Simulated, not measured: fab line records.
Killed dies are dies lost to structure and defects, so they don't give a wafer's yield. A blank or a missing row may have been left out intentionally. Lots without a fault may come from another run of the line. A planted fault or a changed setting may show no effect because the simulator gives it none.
Which tool did it? || flow berkeley cmos170 || 14 lots with 42 wafers sampled at 3 steps, on a route of 331 steps

== WHAT THE GAUGES SHOWED, per wafer ==
UCB170_V1_BOW_MEAS_03. Usual: for V1_BOW the level is 19 um and the standard deviation is 6.6.
{"lot": "L788", "measured": "day 8 08:01", "on": "film metro-04", "V1_BOW (um)": "25 19 25", "flag": ""}
{"lot": "L787", "measured": "day 8 08:04", "on": "film metro-01", "V1_BOW (um)": "14 8 21", "flag": ""}
{"lot": "L790", "measured": "day 8 22:07", "on": "film metro-03", "V1_BOW (um)": "20 12 27", "flag": ""}
{"lot": "L792", "measured": "day 9 06:25", "on": "film metro-04", "V1_BOW (um)": "10 31 13", "flag": ""}
{"lot": "L791", "measured": "day 9 07:40", "on": "film metro-03", "V1_BOW (um)": "23 20 7", "flag": ""}
{"lot": "L793", "measured": "day 9 07:40", "on": "film metro-04", "V1_BOW (um)": "25 21 19", "flag": ""}
{"lot": "L797", "measured": "day 10 15:32", "on": "film metro-04", "V1_BOW (um)": "14 11 15", "flag": ""}
{"lot": "L799", "measured": "day 10 16:52", "on": "film metro-04", "V1_BOW (um)": "10 24 12", "flag": ""}
{"lot": "L804", "measured": "day 12 00:23", "on": "film metro-01", "V1_BOW (um)": "16 26 37", "flag": ""}
{"lot": "L805", "measured": "day 12 03:29", "on": "film metro-03", "V1_BOW (um)": "17 32 27", "flag": ""}
{"lot": "L806", "measured": "day 12 18:05", "on": "film metro-04", "V1_BOW (um)": "21 19 9", "flag": ""}
{"lot": "L809", "measured": "day 13 04:10", "on": "film metro-04", "V1_BOW (um)": "5 21 8", "flag": ""}
{"lot": "L808", "measured": "day 13 02:53", "on": "film metro-04", "V1_BOW (um)": "16 23 33", "flag": ""}
{"lot": "L810", "measured": "day 13 09:32", "on": "film metro-01", "V1_BOW (um)": "16 13 25", "flag": ""}

UCB170_V1_OVL_MEAS_13. Usual: for V1_OVL the level is -3 nm and the standard deviation is 6.5.
{"lot": "L788", "measured": "day 8 11:02", "on": "overlay-01", "V1_OVL (nm)": "8 -3 6", "flag": ""}
{"lot": "L787", "measured": "day 8 11:09", "on": "overlay-02", "V1_OVL (nm)": "5 2 -2", "flag": ""}
{"lot": "L790", "measured": "day 9 00:16", "on": "overlay-02", "V1_OVL (nm)": "-2 -9 3", "flag": ""}
{"lot": "L792", "measured": "day 9 07:55", "on": "overlay-02", "V1_OVL (nm)": "-6 -9 -9", "flag": ""}
{"lot": "L791", "measured": "day 9 09:32", "on": "overlay-01", "V1_OVL (nm)": "0 3 3", "flag": ""}
{"lot": "L793", "measured": "day 9 09:37", "on": "overlay-02", "V1_OVL (nm)": "-4 -11 7", "flag": ""}
{"lot": "L797", "measured": "day 10 17:06", "on": "overlay-02", "V1_OVL (nm)": "-14 -5 -10", "flag": ""}
{"lot": "L799", "measured": "day 10 19:11", "on": "overlay-02", "V1_OVL (nm)": "-6 -14 -2", "flag": ""}
{"lot": "L804", "measured": "day 12 01:49", "on": "overlay-02", "V1_OVL (nm)": "-14 -3 -3", "flag": ""}
{"lot": "L805", "measured": "day 12 05:58", "on": "overlay-02", "V1_OVL (nm)": "-14 -9 9", "flag": ""}
{"lot": "L806", "measured": "day 12 19:41", "on": "overlay-01", "V1_OVL (nm)": "-4 -10 4", "flag": ""}
{"lot": "L809", "measured": "day 13 05:29", "on": "overlay-02", "V1_OVL (nm)": "-3 8 1", "flag": ""}
{"lot": "L808", "measured": "day 13 04:10", "on": "overlay-02", "V1_OVL (nm)": "3 4 11", "flag": ""}
{"lot": "L810", "measured": "day 13 12:11", "on": "overlay-02", "V1_OVL (nm)": "-4 2 -7", "flag": ""}

== WHAT TOOL EACH LOT RAN ON (gives the tool, then ch and the chambers of the sampled wafers, and finally the start) ==
{"lot": "L788", "UCB170_CONTACT_RTA_08": "rtp anneal-01 ch 0, day 8 01:56"}
{"lot": "L787", "UCB170_CONTACT_RTA_08": "rtp anneal-01 ch 0, day 8 02:01"}
{"lot": "L790", "UCB170_CONTACT_RTA_08": "rtp anneal-01 ch 0, day 8 16:13"}
{"lot": "L792", "UCB170_CONTACT_RTA_08": "rtp anneal-01 ch 0, day 9 01:13"}
{"lot": "L791", "UCB170_CONTACT_RTA_08": "rtp anneal-01 ch 0, day 9 01:17"}
{"lot": "L793", "UCB170_CONTACT_RTA_08": "rtp anneal-01 ch 0, day 9 01:24"}
{"lot": "L797", "UCB170_CONTACT_RTA_08": "rtp anneal-01 ch 0, day 10 10:01"}
{"lot": "L799", "UCB170_CONTACT_RTA_08": "rtp anneal-01 ch 0, day 10 10:11"}
{"lot": "L804", "UCB170_CONTACT_RTA_08": "rtp anneal-02 ch 0, day 11 19:01"}
{"lot": "L805", "UCB170_CONTACT_RTA_08": "rtp anneal-02 ch 0, day 11 20:47"}
{"lot": "L806", "UCB170_CONTACT_RTA_08": "rtp anneal-01 ch 0, day 12 10:13"}
{"lot": "L809", "UCB170_CONTACT_RTA_08": "rtp anneal-01 ch 0, day 12 20:29"}
{"lot": "L808", "UCB170_CONTACT_RTA_08": "rtp anneal-02 ch 0, day 12 20:30"}
{"lot": "L810", "UCB170_CONTACT_RTA_08": "rtp anneal-01 ch 0, day 13 03:44"}
- UCB170_CONTACT_RTA_08: time 10 s.

== AS READ BY THE TOOLS THEMSELVES (means over the sampled wafers that have a number; for cases with no such wafer, the mark the record gives instead) ==
UCB170_CONTACT_RTA_08. Usual: lamp power pct 22.6 %, standard deviation 1.4; wafer_temp_C_max 903.6, standard deviation 0.87.
{"lot": "L788", "tool": "rtp anneal-01", "lamp power pct (%)": 22.0, "wafer_temp_C_max": 903.4, "flag": ""}
{"lot": "L787", "tool": "rtp anneal-01", "lamp power pct (%)": 22.0, "wafer_temp_C_max": 904.3, "flag": ""}
{"lot": "L790", "tool": "rtp anneal-01", "lamp power pct (%)": 22.0, "wafer_temp_C_max": 903.3, "flag": ""}
{"lot": "L792", "tool": "rtp anneal-01", "lamp power pct (%)": 22.0, "wafer_temp_C_max": 903.6, "flag": ""}
{"lot": "L791", "tool": "rtp anneal-01", "lamp power pct (%)": 22.0, "wafer_temp_C_max": 904.1, "flag": ""}
{"lot": "L793", "tool": "rtp anneal-01", "lamp power pct (%)": 22.0, "wafer_temp_C_max": 903.4, "flag": ""}
{"lot": "L797", "tool": "rtp anneal-01", "lamp power pct (%)": 22.0, "wafer_temp_C_max": 903.1, "flag": ""}
{"lot": "L799", "tool": "rtp anneal-01", "lamp power pct (%)": 22.0, "wafer_temp_C_max": 903.4, "flag": ""}
{"lot": "L804", "tool": "rtp anneal-02", "lamp power pct (%)": 25.7, "wafer_temp_C_max": 905.3, "flag": ""}
{"lot": "L805", "tool": "rtp anneal-02", "lamp power pct (%)": 25.8, "wafer_temp_C_max": 903.2, "flag": ""}
{"lot": "L806", "tool": "rtp anneal-01", "lamp power pct (%)": 22.0, "wafer_temp_C_max": 903.0, "flag": ""}
{"lot": "L809", "tool": "rtp anneal-01", "lamp power pct (%)": 22.0, "wafer_temp_C_max": 903.6, "flag": ""}
{"lot": "L808", "tool": "rtp anneal-02", "lamp power pct (%)": 25.7, "wafer_temp_C_max": 905.0, "flag": ""}
{"lot": "L810", "tool": "rtp anneal-01", "lamp power pct (%)": 22.0, "wafer_temp_C_max": 903.5, "flag": ""}

== THE ANSWER, worked out from the rows above alone ==
Rule: a lot counts as off when the mean over its wafers that have a number is more than 3 standard deviations away from the usual mean. A lot without any number at a reading at which 4 lots or more have one is off too. The other lots that the step has rows for count as sound. After the gauges, taken in route order, come the tools' own readings; for these a lot's mean is taken, as printed above. The first step at which some lot is off is used, and at that step the reading that is off furthest; a lot without a number counts as furthest.
No lot is off at any reading shown: from this, nothing can be told.

== WHAT THE SIMULATOR PUT IN ==
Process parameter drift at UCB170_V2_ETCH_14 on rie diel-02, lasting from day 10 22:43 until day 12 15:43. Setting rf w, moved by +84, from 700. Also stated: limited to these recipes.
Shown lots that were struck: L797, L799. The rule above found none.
